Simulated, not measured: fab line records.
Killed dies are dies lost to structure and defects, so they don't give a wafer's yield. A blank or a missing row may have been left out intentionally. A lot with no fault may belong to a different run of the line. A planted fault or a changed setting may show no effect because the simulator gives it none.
Matching of chambers / flow berkeley-cmos170 / rie-diel-01 running UCB170_M3_ETCH_17: 4 sister chambers
The step etches BARC in N2/H2. 14 wafers are shown with their chamber, then 7 later ones without.

WAFERS, EACH WITH ITS CHAMBER
wafer=L596.2; chamber=1; drypump-motor-current-A (A)=6.0; throttle-valve-pct (%)=13.17; oes-product-au (a.u.)=0.980
wafer=L596.3; chamber=1; drypump-motor-current-A (A)=6.0; throttle-valve-pct (%)=13.15; oes-product-au (a.u.)=0.967
wafer=L596.4; chamber=2; drypump-motor-current-A (A)=4.9; throttle-valve-pct (%)=13.04; oes-product-au (a.u.)=0.995
wafer=L599.1; chamber=0; drypump-motor-current-A (A)=6.2; throttle-valve-pct (%)=13.26; oes-product-au (a.u.)=0.942
wafer=L599.4; chamber=3; drypump-motor-current-A (A)=5.8; throttle-valve-pct (%)=13.07; oes-product-au (a.u.)=0.958
wafer=L599.6; chamber=2; drypump-motor-current-A (A)=5.0; throttle-valve-pct (%)=13.03; oes-product-au (a.u.)=0.992
wafer=L600.1; chamber=0; drypump-motor-current-A (A)=6.2; throttle-valve-pct (%)=13.26; oes-product-au (a.u.)=0.943
wafer=L600.2; chamber=2; drypump-motor-current-A (A)=5.0; throttle-valve-pct (%)=13.04; oes-product-au (a.u.)=1.001
wafer=L600.5; chamber=1; drypump-motor-current-A (A)=6.0; throttle-valve-pct (%)=13.16; oes-product-au (a.u.)=0.968
wafer=L602.4; chamber=0; drypump-motor-current-A (A)=6.2; throttle-valve-pct (%)=13.26; oes-product-au (a.u.)=0.948
wafer=L602.5; chamber=2; drypump-motor-current-A (A)=4.9; throttle-valve-pct (%)=13.02; oes-product-au (a.u.)=0.996
wafer=L602.6; chamber=3; drypump-motor-current-A (A)=5.8; throttle-valve-pct (%)=13.10; oes-product-au (a.u.)=0.965
wafer=L604.1; chamber=1; drypump-motor-current-A (A)=6.0; throttle-valve-pct (%)=13.15; oes-product-au (a.u.)=0.982
wafer=L604.2; chamber=0; drypump-motor-current-A (A)=6.2; throttle-valve-pct (%)=13.26; oes-product-au (a.u.)=0.945

SIGNATURES (means of the wafers above)
reading=drypump-motor-current-A; chamber 0=6.200; chamber 1=6.000; chamber 2=4.950; chamber 3=5.800; scatter within a chamber=0.0316
reading=throttle-valve-pct; chamber 0=13.2600; chamber 1=13.1575; chamber 2=13.0325; chamber 3=13.0850; scatter within a chamber=0.01
reading=oes-product-au; chamber 0=0.94450; chamber 1=0.97425; chamber 2=0.99600; chamber 3=0.96150; scatter within a chamber=0.00522
Rule: a wafer's distance from a chamber is the root of the sum, over the readings, of the square of ((its reading less the chamber's mean) divided by the reading's scatter). If the next closest chamber is less than 2 further off than the closest, the wafer can't be placed; otherwise it belongs to the closest. The scatter is the square root of a quotient: the sum, over the shown wafers, of each reading's squared deviation from its chamber's mean, divided by wafers minus chambers.

WAFERS WHOSE CHAMBER IS MISSING
wafer=L604.6; drypump-motor-current-A (A)=5.0; throttle-valve-pct (%)=13.02; oes-product-au (a.u.)=0.997
wafer=L607.1; drypump-motor-current-A (A)=4.9; throttle-valve-pct (%)=13.04; oes-product-au (a.u.)=0.997
wafer=L607.5; drypump-motor-current-A (A)=4.9; throttle-valve-pct (%)=13.02; oes-product-au (a.u.)=0.991
wafer=L607.6; drypump-motor-current-A (A)=5.8; throttle-valve-pct (%)=13.10; oes-product-au (a.u.)=0.959
wafer=L618.1; drypump-motor-current-A (A)=6.2; throttle-valve-pct (%)=13.26; oes-product-au (a.u.)=0.942
wafer=L618.2; drypump-motor-current-A (A)=5.0; throttle-valve-pct (%)=13.04; oes-product-au (a.u.)=0.989
wafer=L618.3; drypump-motor-current-A (A)=5.8; throttle-valve-pct (%)=13.10; oes-product-au (a.u.)=0.975

THE CHAMBER EACH PASSED THROUGH
wafer=L604.6; from the rows above=2; in truth=2
wafer=L607.1; from the rows above=2; in truth=2
wafer=L607.5; from the rows above=2; in truth=2
wafer=L607.6; from the rows above=3; in truth=3
wafer=L618.1; from the rows above=0; in truth=0
wafer=L618.2; from the rows above=2; in truth=2
wafer=L618.3; from the rows above=3; in truth=3
Correctly placed: 7 of 7. Number that these rows cannot place: 0. 0 placed wrongly.
